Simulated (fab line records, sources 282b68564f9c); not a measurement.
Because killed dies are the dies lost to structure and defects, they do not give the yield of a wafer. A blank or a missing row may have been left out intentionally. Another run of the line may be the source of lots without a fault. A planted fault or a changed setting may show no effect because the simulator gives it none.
fab line records + flow ritCmos
record
- lots=14
- wafers=42
- lastDay=8
route steps=202 shown NRETRO@61
lots untouched by any fault: they come from a run of this same line in which no faults occurred
startH: hours from the record's opening day to when the first of the lot's shown wafers began + waitH: time in hours since the lot's previous step + " as in the row above + L1.1+2: a row that stands for several wafers + - value missing, or start not given + * or withheld: withheld + < > ~ a bound
route shown NAME@n: names a module that has steps shown in the file, with the first one's number in the route + usual: mean/standard deviation taken from wafers without a fault + same: alike in all rows + chamber/n: place in a boat + sites: each site's reading + _std_site: standard deviation of those values + _edge_site: outer sites' mean less inner sites' + radiusMm: how far each site lies from the wafer's centre + mask NAME#n: copy n + behind: the last tool/chamber to shape the wafer + hold: the reason the lot was held/the length of the hold in hours/how it ended + device: whichever transistor did not switch (one of n, p or np) + end of line: tests run on the same wafers once the route is complete + step lacking rows: just its recipe + killed: the dies lost at the first sort to structure and to defects; this is not the yield of the wafer + map: a wafer's dies, marking killed ones x, the rest . and places with no die _
set.NAME: setting as actually run; set.NAME@STEP: the setting as run at that earlier step + model.NAME: the simulator's own value behind a step, which no gauge read
one table for each step of the route and one row for each wafer, over a sample of lots
services: a tool's chamber out of use, with start hour (startH, from the record's first day; less than 0 if before it), hours out, and reason
## steps
# step RIT_NRETRO_IMPLANT_08
# recipe
- species=P
- energyKev=70
- doseCm2=1e+13
- tiltDeg=7
# usual
- beamEnergyKeV=70.001/0.022
| lot.wafer | tool         | chamber | startH | waitH | beamEnergyKeV |
|-----------|--------------|---------|--------|-------|---------------|
| L736.1    | implanter-02 | 0       | 40.63  | 0.2   | 70.062        |
| L736.3    | "            | 0       | "      | "     | 70.009        |
| L736.4    | "            | 0       | "      | "     | 70.024        |
| L737.3    | implanter-01 | 0       | 43.26  | 0.2   | 69.987        |
| L737.5    | "            | 0       | "      | "     | 70.019        |
| L737.6    | "            | 0       | "      | "     | 70.023        |
| L738.2    | implanter-01 | 0       | 46.73  | 0.2   | 70.046        |
| L738.5    | "            | 0       | "      | "     | 70.003        |
| L738.6    | "            | 0       | "      | "     | 70.001        |
| L739.3    | implanter-04 | 0       | 54.94  | 0.2   | 69.990        |
| L739.4    | "            | 0       | "      | "     | 69.980        |
| L739.6    | "            | 0       | "      | "     | 69.958        |
| L740.1    | implanter-02 | 0       | 59.93  | 0.2   | 70.008        |
| L740.3    | "            | 0       | "      | "     | 70.013        |
| L740.5    | "            | 0       | "      | "     | 69.967        |
| L742.1    | implanter-02 | 0       | 74.48  | 0.2   | 69.994        |
| L742.2    | "            | 0       | "      | "     | 70.012        |
| L742.3    | "            | 0       | "      | "     | 69.983        |
| L743.1    | implanter-04 | 0       | 78.54  | 0.2   | 69.999        |
| L743.5    | "            | 0       | "      | "     | 70.039        |
| L743.6    | "            | 0       | "      | "     | 69.998        |
| L744.1    | implanter-01 | 0       | 82.19  | 0.2   | 70.002        |
| L744.2    | "            | 0       | "      | "     | 69.977        |
| L744.5    | "            | 0       | "      | "     | 70.003        |
| L746.2    | implanter-02 | 0       | 90.16  | 0.2   | 69.982        |
| L746.3    | "            | 0       | "      | "     | 69.986        |
| L746.6    | "            | 0       | "      | "     | 70.002        |
| L748.2    | implanter-04 | 0       | 96.94  | 0.2   | 79.103        |
| L748.3    | "            | 0       | "      | "     | 79.096        |
| L748.5    | "            | 0       | "      | "     | 79.082        |
| L752.2    | implanter-04 | 0       | 122.90 | 0.2   | 79.086        |
| L752.3    | "            | 0       | "      | "     | 79.056        |
| L752.6    | "            | 0       | "      | "     | 79.126        |
| L756.4    | implanter-01 | 0       | 145.47 | 0.2   | 70.013        |
| L756.5    | "            | 0       | "      | "     | 70.001        |
| L756.6    | "            | 0       | "      | "     | 69.988        |
| L757.2    | implanter-01 | 0       | 150.76 | 0.2   | 70.048        |
| L757.3    | "            | 0       | "      | "     | 70.057        |
| L757.5    | "            | 0       | "      | "     | 70.016        |
| L758.2    | implanter-02 | 0       | 159.47 | 0.2   | 70.012        |
| L758.3    | "            | 0       | "      | "     | 69.987        |
| L758.5    | "            | 0       | "      | "     | 69.988        |
# step RIT_NRETRO_TW_MEAS_10
# usual
- NRETRO_TW=1052/9.1
| lot.wafer | tool         | chamber | startH | waitH | NRETRO_TW |
|-----------|--------------|---------|--------|-------|-----------|
| L736.1    | filmMetro-01 | -       | 40.95  | 0.1   | 1046      |
| L736.3    | "            | -       | "      | "     | 1040      |
| L736.4    | "            | -       | "      | "     | 1046      |
| L737.3    | filmMetro-01 | -       | 43.56  | 0.1   | 1039      |
| L737.5    | "            | -       | "      | "     | 1040      |
| L737.6    | "            | -       | "      | "     | 1039      |
| L738.2    | filmMetro-01 | -       | 47.04  | 0.1   | 1047      |
| L738.5    | "            | -       | "      | "     | 1047      |
| L738.6    | "            | -       | "      | "     | 1051      |
| L739.3    | filmMetro-01 | -       | 55.23  | 0.1   | 1054      |
| L739.4    | "            | -       | "      | "     | 1050      |
| L739.6    | "            | -       | "      | "     | 1046      |
| L740.1    | filmMetro-02 | -       | 60.26  | 0.1   | 1067      |
| L740.3    | "            | -       | "      | "     | 1068      |
| L740.5    | "            | -       | "      | "     | 1061      |
| L742.1    | filmMetro-02 | -       | 74.80  | 0.1   | 1049      |
| L742.2    | "            | -       | "      | "     | 1048      |
| L742.3    | "            | -       | "      | "     | 1051      |
| L743.1    | filmMetro-02 | -       | 78.87  | 0.1   | 1051      |
| L743.5    | "            | -       | "      | "     | 1053      |
| L743.6    | "            | -       | "      | "     | 1047      |
| L744.1    | filmMetro-02 | -       | 82.51  | 0.1   | 1054      |
| L744.2    | "            | -       | "      | "     | 1052      |
| L744.5    | "            | -       | "      | "     | 1043      |
| L746.2    | filmMetro-02 | -       | 90.47  | 0.1   | 1052      |
| L746.3    | "            | -       | "      | "     | 1046      |
| L746.6    | "            | -       | "      | "     | 1048      |
| L748.2    | filmMetro-01 | -       | 97.25  | 0.1   | 1069      |
| L748.3    | "            | -       | "      | "     | 1072      |
| L748.5    | "            | -       | "      | "     | 1077      |
| L752.2    | filmMetro-01 | -       | 123.21 | 0.1   | 1080      |
| L752.3    | "            | -       | "      | "     | 1078      |
| L752.6    | "            | -       | "      | "     | 1080      |
| L756.4    | filmMetro-03 | -       | 145.75 | 0.1   | 1060      |
| L756.5    | "            | -       | "      | "     | 1062      |
| L756.6    | "            | -       | "      | "     | 1057      |
| L757.2    | filmMetro-02 | -       | 151.07 | 0.1   | 1058      |
| L757.3    | "            | -       | "      | "     | 1056      |
| L757.5    | "            | -       | "      | "     | 1054      |
| L758.2    | filmMetro-02 | -       | 159.78 | 0.1   | 1054      |
| L758.3    | "            | -       | "      | "     | 1058      |
| L758.5    | "            | -       | "      | "     | 1053      |
## services
| tool         | chamber | startH | hours | kind   |
|--------------|---------|--------|-------|--------|
| implanter-01 | -       | 22.32  | 3.6   | pm     |
| implanter-04 | -       | 30.57  | 3.9   | repair |
| implanter-04 | -       | 125.08 | 2.3   | repair |
| implanter-02 | -       | 143.38 | 1.5   | repair |
## key
firstSign
- step=RIT_NRETRO_IMPLANT_08
- reading=beamEnergyKeV
- direction=up
- sigmas=99+
- usual=70.001
- struck=79.092
effect
- step=RIT_NRETRO_TW_MEAS_10
- reading=NRETRO_TW
- direction=up
- sigmas=2.6
- usual=1052
- struck=1076
metAt RIT_NRETRO_IMPLANT_08
struckLots L748,L752
testerLeftOut L748,L752
onsetBetween 78.54 96.94
fault
- kind=processParameterDrift
- tool=implanter-04
- chamber=-
- onsetH=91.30
- steps=RIT_NRETRO_IMPLANT_08
- channel=energyKev
- offset=9.1
- shape=step
- endH=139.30
- actsIn=theseRecipesOnly
- stated=70
# testerLeftOut: of these lots the tester's yield and bins aren't shown, on N5 and GAA mostly nor the transistor test; their killed dies are dies lost to structure and defects alone, not to doping, threshold or leakage, so they don't give the yield
